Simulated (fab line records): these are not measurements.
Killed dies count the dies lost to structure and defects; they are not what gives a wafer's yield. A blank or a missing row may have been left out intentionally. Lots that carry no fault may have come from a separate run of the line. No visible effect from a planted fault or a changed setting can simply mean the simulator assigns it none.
Which tool did it? -- flow berkeley_cmos170 -- 14 lots, 42 wafers sampled, at 6 steps of a route of 331

WHAT THE GAUGES READ, wafer by wafer
UCB170_M2_THK_MEAS_03: measures by xrf.
lot,measured,on,M2_AL_THK (nm)
L733,day 7 08:06,film_metro-03,906 915 909
L734,day 8 02:52,film_metro-01,910 889 921
L735,day 8 08:10,film_metro-03,901 921 918
L737,day 8 11:51,film_metro-03,929 925 924
L738,day 9 06:26,film_metro-04,935 924 926
L740,day 9 13:59,film_metro-01,945 938 933
L741,day 9 14:17,film_metro-03,913 913 924
L744,day 10 08:22,film_metro-03,934 918 916
L747,day 10 19:38,film_metro-04,941 931 930
L749,day 11 08:31,film_metro-01,929 932 912
L750,day 11 09:40,film_metro-01,940 953 935
L752,day 11 17:19,film_metro-03,933 917 942
L754,day 12 01:14,film_metro-01,925 898 906
L753,day 12 01:32,film_metro-04,932 921 926

UCB170_M3_RS_MEAS_02: uses a four-point probe to measure.
lot,measured,on,M3_AL_RS (ohm/sq)
L733,day 7 13:15,film_metro-02,0.0316 0.0321 0.0320
L734,day 8 08:45,film_metro-02,0.0321 0.0323 0.0322
L735,day 8 13:53,film_metro-02,0.0323 0.0321 0.0317
L737,day 8 19:41,film_metro-02,0.0323 0.0323 0.0320
L738,day 9 13:08,film_metro-02,0.0325 0.0325 0.0324
L740,day 9 19:43,film_metro-04,0.0329 0.0335 0.0323
L741,day 9 20:05,film_metro-03,0.0321 0.0321 0.0321
L744,day 10 14:08,film_metro-03,0.0330 0.0325 0.0325
L747,day 11 00:53,film_metro-02,0.0321 0.0289 0.0320
L749,day 11 14:32,film_metro-03,0.0332 0.0323 0.0325
L750,day 11 15:18,film_metro-04,0.0319 0.0289 0.0322
L752,day 11 23:22,film_metro-04,0.0323 0.0326 0.0327
L754,day 12 06:28,film_metro-04,0.0322 0.0319 0.0318
L753,day 12 06:42,film_metro-03,0.0325 0.0319 0.0320

UCB170_M3_THK_MEAS_03: measures by xrf.
lot,measured,on,M3_AL_THK (nm)
L733,day 7 13:22,film_metro-02,928 917 915
L734,day 8 08:52,film_metro-02,930 919 919
L735,day 8 14:01,film_metro-02,918 928 934
L737,day 8 19:49,film_metro-02,920 919 927
L738,day 9 13:16,film_metro-02,912 913 911
L740,day 9 19:49,film_metro-04,906 892 923
L741,day 9 20:10,film_metro-03,929 932 931
L744,day 10 14:15,film_metro-03,903 923 916
L747,day 11 01:00,film_metro-02,920 1003 928
L749,day 11 14:38,film_metro-03,903 925 914
L750,day 11 15:24,film_metro-04,936 1016 932
L752,day 11 23:29,film_metro-04,922 918 917
L754,day 12 06:35,film_metro-04,923 940 936
L753,day 12 06:49,film_metro-03,915 937 932

EACH LOT AND THE TOOL THAT RAN IT (in order: tool; ch and the chambers of the sampled wafers; start)
lot,UCB170_M2_METAL_ETCH_18,UCB170_M2_STRIP_19,UCB170_M3_SPUTTER_01
L733,"rie_metal-01 ch 0,1, day 7 10:07","plasma_asher-02 ch 0,1, day 7 10:17","pvd_sputter-03, day 7 13:10"
L734,"rie_metal-01 ch 0,1, day 8 05:08","plasma_asher-04 ch 0,1, day 8 05:19","pvd_sputter-04, day 8 08:40"
L735,"rie_metal-03 ch 0, day 8 10:37","plasma_asher-02 ch 0, day 8 11:00","pvd_sputter-03, day 8 13:48"
L737,"rie_metal-01 ch 0,1, day 8 13:48","plasma_asher-04 ch 0,1, day 8 13:59","pvd_sputter-04, day 8 19:37"
L738,"rie_metal-04 ch 0, day 9 08:23","plasma_asher-02 ch 0,1, day 9 08:46","pvd_sputter-03, day 9 13:03"
L740,"rie_metal-03 ch 0,1, day 9 16:46","plasma_asher-02 ch 0,1, day 9 16:57","pvd_sputter-02, day 9 19:37"
L741,"rie_metal-01 ch 0,1, day 9 17:11","plasma_asher-02 ch 0,1, day 9 17:20","pvd_sputter-04, day 9 19:56"
L744,"rie_metal-03 ch 0,1, day 10 10:20","plasma_asher-03 ch 0,1, day 10 10:32","pvd_sputter-02, day 10 14:02"
L747,"rie_metal-03 ch 0, day 10 21:38","plasma_asher-03 ch 0,1, day 10 21:49","pvd_sputter-04, day 11 00:46"
L749,"rie_metal-03 ch 0,1, day 11 11:02","plasma_asher-03 ch 0,1, day 11 11:11","pvd_sputter-02, day 11 14:25"
L750,"rie_metal-01 ch 0,1, day 11 11:41","plasma_asher-03 ch 0,1, day 11 11:50","pvd_sputter-04, day 11 15:11"
L752,"rie_metal-03 ch 0,1, day 11 20:32","plasma_asher-02 ch 0, day 11 20:43","pvd_sputter-03, day 11 23:17"
L754,"rie_metal-03 ch 0,1, day 12 03:13","plasma_asher-03 ch 0,1, day 12 03:25","pvd_sputter-03, day 12 06:23"
L753,"rie_metal-01 ch 0,1, day 12 03:32","plasma_asher-04 ch 0,1, day 12 03:44","pvd_sputter-02, day 12 06:37"
- UCB170_M2_METAL_ETCH_18: etches Al in Cl2/BCl3, stops on SiO2, target depth 1170 nm, time 195 s.
- UCB170_M2_STRIP_19: strips in O2.
- UCB170_M3_SPUTTER_01: material Al, target thk 900 nm, time 120 s.

AS READ BY THE TOOLS THEMSELVES (means over the sampled wafers that have a number; for cases with no such wafer, the mark the record gives instead)
UCB170_M2_METAL_ETCH_18.
lot,tool,chamber_pressure_mTorr (mTorr),drypump_motor_current_A (A),oes_product_au (a.u.),throttle_valve_pct (%)
L733,rie_metal-01,12.004,5.9,0.848,24.30
L734,rie_metal-01,11.997,5.9,0.849,24.31
L735,rie_metal-03,12.011,5.0,0.855,24.45
L737,rie_metal-01,11.993,5.7,0.863,24.33
L738,rie_metal-04,12.003,5.1,0.863,24.05
L740,rie_metal-03,12.005,5.3,0.856,24.47
L741,rie_metal-01,11.998,5.7,0.856,24.32
L744,rie_metal-03,11.992,5.3,0.850,24.47
L747,rie_metal-03,12.008,4.9,0.863,24.45
L749,rie_metal-03,12.007,5.3,0.853,24.47
L750,rie_metal-01,12.004,5.7,0.870,24.32
L752,rie_metal-03,12.009,5.3,0.849,24.48
L754,rie_metal-03,11.999,5.1,0.857,24.47
L753,rie_metal-01,12.003,5.9,0.859,24.28

UCB170_M2_STRIP_19.
lot,tool,chamber_pressure_mTorr (mTorr),drypump_motor_current_A (A),oes_product_au (a.u.)
L733,plasma_asher-02,3500,5.0,0.538
L734,plasma_asher-04,3500,5.9,0.533
L735,plasma_asher-02,3500,4.9,0.529
L737,plasma_asher-04,3502,5.9,0.556
L738,plasma_asher-02,3498,5.0,0.539
L740,plasma_asher-02,3501,5.0,0.505
L741,plasma_asher-02,3500,5.0,0.552
L744,plasma_asher-03,3502,6.0,0.520
L747,plasma_asher-03,3497,5.9,0.541
L749,plasma_asher-03,3500,5.7,0.524
L750,plasma_asher-03,3497,5.7,0.557
L752,plasma_asher-02,3499,4.9,0.515
L754,plasma_asher-03,3501,5.7,0.520
L753,plasma_asher-04,3501,6.1,0.543

UCB170_M3_SPUTTER_01.
lot,tool,chamber_pressure_pa (Pa),throttle_valve_pct (%)
L733,pvd_sputter-03,0.5003,30.5
L734,pvd_sputter-04,0.5001,30.8
L735,pvd_sputter-03,0.4992,30.3
L737,pvd_sputter-04,0.4995,30.2
L738,pvd_sputter-03,0.5006,31.1
L740,pvd_sputter-02,0.4995,30.9
L741,pvd_sputter-04,0.5002,30.4
L744,pvd_sputter-02,0.5006,31.2
L747,pvd_sputter-04,0.4530,32.7
L749,pvd_sputter-02,0.5001,31.2
L750,pvd_sputter-04,0.4529,33.3
L752,pvd_sputter-03,0.4991,31.1
L754,pvd_sputter-03,0.5004,30.9
L753,pvd_sputter-02,0.5006,31.0

THE ANSWER, worked out from the rows above alone
Rule: the lots themselves supply what counts as usual. The widest of any qualifying gaps counts: lots, ordered by their means at a reading, are off when they make up no more than a third of the lots, leave a main group of 4 or more, and stand apart from it by 3 or more times the standard deviation of that group's means. If all means in a main group match to the digits the tables above print for the reading, that group is not used. A lot without any number at a reading at which 4 lots or more have one is off too. All remaining lots with rows at the step are treated as sound. The gauges are gone through in route order, then the tools' own readings, and for those a lot's mean is taken as printed above. The first step at which some lot is off is used, and at that step the reading that is off furthest; a lot without a number counts as furthest.
Off, at UCB170_M3_SPUTTER_01 on chamber_pressure_pa: L747, L750. Main group: mean 0.5000 Pa, sd 0.00053.
A tool fits if, at that step or a process step before it, it ran every lot that is off, and no sound lot after the first of them. One fits: UCB170_M3_SPUTTER_01 on pvd_sputter-04. A fault onset in the window from L741 (day 9 19:56, its last sound lot) to L747 (day 11 00:46, its first lot off) fits.
The tool's own readings at UCB170_M3_SPUTTER_01 bear it out: on the lots that are off they differ by more than 5 times the standard deviation of the sound lots' means. chamber_pressure_pa reads 0.4530 Pa there against 0.5000 Pa on the sound lots; throttle_valve_pct reads 33.0 % there against 30.8 % on the sound lots.

WHAT WAS PUT IN BY THE SIMULATOR
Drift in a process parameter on pvd_sputter-04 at UCB170_M3_SPUTTER_01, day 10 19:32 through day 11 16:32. A move of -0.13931 in setting chamber_pressure_pa, from 0.5. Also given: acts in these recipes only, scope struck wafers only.
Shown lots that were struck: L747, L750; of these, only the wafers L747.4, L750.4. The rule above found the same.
